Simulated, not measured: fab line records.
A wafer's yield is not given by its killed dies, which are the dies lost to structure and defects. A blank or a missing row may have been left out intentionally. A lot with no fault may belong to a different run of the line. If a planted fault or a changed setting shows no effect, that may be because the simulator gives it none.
The tool behind it: which one? -- flow berkeleyCmos170 -- 15 lots, 45 wafers sampled, at 5 steps of a route of 331

## WHAT EACH GAUGE READ, for each wafer
UCB170_SDANNEAL_RS_MEAS_02: measures by four-point-probe. Usual: PSD_RS 75.5 ohm/sq, standard deviation 0.36.
lot,measured,on,PSD_RS (ohm/sq),flag
L954,day 8 03:24,filmMetro-03,75.3 75.3 75.2,
L955,day 8 03:31,filmMetro-01,75.8 75.5 75.4,
L956,day 8 04:25,filmMetro-03,75.4 75.4 75.4,
L960,day 9 20:40,filmMetro-03,75.3 75.6 75.5,
L958,day 9 21:37,filmMetro-02,75.3 75.0 74.9,
L961,day 10 02:32,filmMetro-01,75.1 75.6 75.6,
L962,day 10 02:59,filmMetro-03,75.4 75.2 75.1,
L964,day 10 12:21,filmMetro-03,75.6 75.4 75.5,
L963,day 10 12:32,filmMetro-01,76.2 76.5 76.4,
L966,day 11 06:10,filmMetro-01,75.8 75.5 75.7,
L970,day 12 01:07,filmMetro-01,75.1 75.0 75.2,
L972,day 12 16:17,filmMetro-02,75.7 75.5 75.3,
L974,day 12 19:04,filmMetro-03,75.8 75.4 75.3,
L975,day 12 19:28,filmMetro-02,76.0 75.9 75.6,
L976,day 12 19:44,filmMetro-03,75.9 75.7 75.8,

UCB170_M1_RS_MEAS_01: measures by four-point-probe. Usual: M1_AL_RS 0.0486 ohm/sq, standard deviation 0.00042.
lot,measured,on,M1_AL_RS (ohm/sq),flag
L954,day 8 09:03,filmMetro-02,0.0485 0.0482 0.0485,
L955,day 8 10:56,filmMetro-02,0.0487 0.0485 0.0485,
L956,day 8 11:43,filmMetro-03,0.0483 0.0483 0.0488,
L960,day 10 02:04,filmMetro-03,0.0484 0.0480 0.0485,
L958,day 10 04:06,filmMetro-02,0.0483 0.0482 0.0489,
L961,day 10 10:18,filmMetro-02,0.0241 0.0241 0.0240,OFF
L962,day 10 10:19,filmMetro-03,0.0496 0.0485 0.0485,
L964,day 10 17:59,filmMetro-02,0.0241 0.0239 0.0241,OFF
L963,day 10 18:07,filmMetro-01,0.0242 0.0240 0.0243,OFF
L966,day 11 15:28,filmMetro-02,0.0487 0.0483 0.0486,
L970,day 12 10:53,filmMetro-02,0.0488 0.0495 0.0483,
L972,day 12 21:58,filmMetro-02,0.0489 0.0494 0.0498,
L974,day 13 00:52,filmMetro-01,0.0486 0.0483 0.0484,
L975,day 13 02:55,filmMetro-03,0.0481 0.0482 0.0488,
L976,day 13 02:13,filmMetro-01,0.0487 0.0490 0.0485,

UCB170_M1_THK_MEAS_02: measures by xrf. Usual: M1_AL_THK 602 nm, standard deviation 6.4.
lot,measured,on,M1_AL_THK (nm),flag
L954,day 8 09:10,filmMetro-02,599 605 600,
L955,day 8 11:04,filmMetro-02,598 599 597,
L956,day 8 11:50,filmMetro-03,605 608 605,
L960,day 10 02:11,filmMetro-03,611 611 606,
L958,day 10 04:11,filmMetro-02,607 605 599,
L961,day 10 10:25,filmMetro-02,1203 1205 1204,OFF
L962,day 10 10:26,filmMetro-03,594 609 609,
L964,day 10 18:07,filmMetro-02,1198 1207 1204,OFF
L963,day 10 18:14,filmMetro-01,1198 1210 1201,OFF
L966,day 11 15:35,filmMetro-02,596 602 598,
L970,day 12 11:01,filmMetro-02,595 587 601,
L972,day 12 22:04,filmMetro-02,593 588 581,
L974,day 13 00:58,filmMetro-01,601 607 610,
L975,day 13 03:02,filmMetro-03,611 612 605,
L976,day 13 02:20,filmMetro-01,603 599 605,

UCB170_M1_OVL_MEAS_10. Usual: M1_OVL -1 nm, standard deviation 5.5.
lot,measured,on,M1_OVL (nm),flag
L954,day 8 10:26,overlay-02,4 9 3,
L955,day 8 12:05,overlay-01,3 -3 2,
L956,day 8 13:08,overlay-01,0 0 -7,
L960,day 10 03:25,overlay-01,-5 3 -11,
L958,day 10 05:22,overlay-02,-7 -3 -9,
L961,day 10 11:26,overlay-01,8 7 4,
L962,day 10 11:42,overlay-02,-4 1 -5,
L964,day 10 19:08,overlay-01,-4 -10 -3,
L963,day 10 19:16,overlay-02,3 4 5,
L966,day 11 18:17,overlay-01,-14 -8 -7,
L970,day 12 13:17,overlay-01,1 4 -5,
L972,day 12 23:17,overlay-02,2 1 4,
L974,day 13 02:20,overlay-01,-2 -6 -1,
L975,day 13 04:09,overlay-02,-2 -5 -12,
L976,day 13 03:56,overlay-02,7 4 4,

## WHAT TOOL EACH LOT RAN ON (gives the tool, then ch and the chambers of the sampled wafers, and finally the start)
lot,UCB170_M1_SPUTTER_00
L954,"pvdSputter-01, day 8 08:59"
L955,"pvdSputter-03, day 8 10:52"
L956,"pvdSputter-04, day 8 11:39"
L960,"pvdSputter-01, day 10 02:01"
L958,"pvdSputter-04, day 10 03:59"
L961,"pvdSputter-03, day 10 10:01"
L962,"pvdSputter-01, day 10 10:14"
L964,"pvdSputter-03, day 10 17:42"
L963,"pvdSputter-01, day 10 17:50"
L966,"pvdSputter-03, day 11 15:23"
L970,"pvdSputter-01, day 12 10:50"
L972,"pvdSputter-03, day 12 21:52"
L974,"pvdSputter-03, day 13 00:46"
L975,"pvdSputter-01, day 13 02:51"
L976,"pvdSputter-03, day 13 02:08"
- UCB170_M1_SPUTTER_00: material Al, target thk 600 nm, time 80 s.

## WHAT THE TOOLS THEMSELVES READ (means of the sampled wafers that have a number; where no wafer has one, the mark that the record gives instead)
UCB170_M1_SPUTTER_00. Usual: throttleValvePct 30.2 %, standard deviation 1.3.
lot,tool,throttleValvePct (%),flag
L954,pvdSputter-01,29.2,
L955,pvdSputter-03,30.7,
L956,pvdSputter-04,29.8,
L960,pvdSputter-01,29.6,
L958,pvdSputter-04,29.7,
L961,pvdSputter-03,30.8,
L962,pvdSputter-01,29.7,
L964,pvdSputter-03,31.4,
L963,pvdSputter-01,29.7,
L966,pvdSputter-03,31.0,
L970,pvdSputter-01,29.5,
L972,pvdSputter-03,31.5,
L974,pvdSputter-03,31.0,
L975,pvdSputter-01,29.2,
L976,pvdSputter-03,30.7,

## THE ANSWER, worked out from the rows above alone
Rule: a lot is off if the mean of its wafers that have a number lies more than 3 standard deviations from the usual mean. A lot without any number at a reading at which 4 lots or more have one is off too. The other lots that the step has rows for count as sound. Order of review: gauges by route order, followed by the tools' own readings, for which a lot's mean as printed above is used. At the first step where some lot is off, the reading lying furthest off is the one used; lots without a number count as furthest.
Off: at UCB170_M1_RS_MEAS_01 (M1_AL_RS), L961, L964, L963.
A tool fits if, at a process step before that reading, it ran every lot that is off, and no sound lot after the first of them. Those tools and the gauges at UCB170_M1_RS_MEAS_01 are tried in the same way. No candidate that was tried fits.

## WHAT WAS PUT IN BY THE SIMULATOR
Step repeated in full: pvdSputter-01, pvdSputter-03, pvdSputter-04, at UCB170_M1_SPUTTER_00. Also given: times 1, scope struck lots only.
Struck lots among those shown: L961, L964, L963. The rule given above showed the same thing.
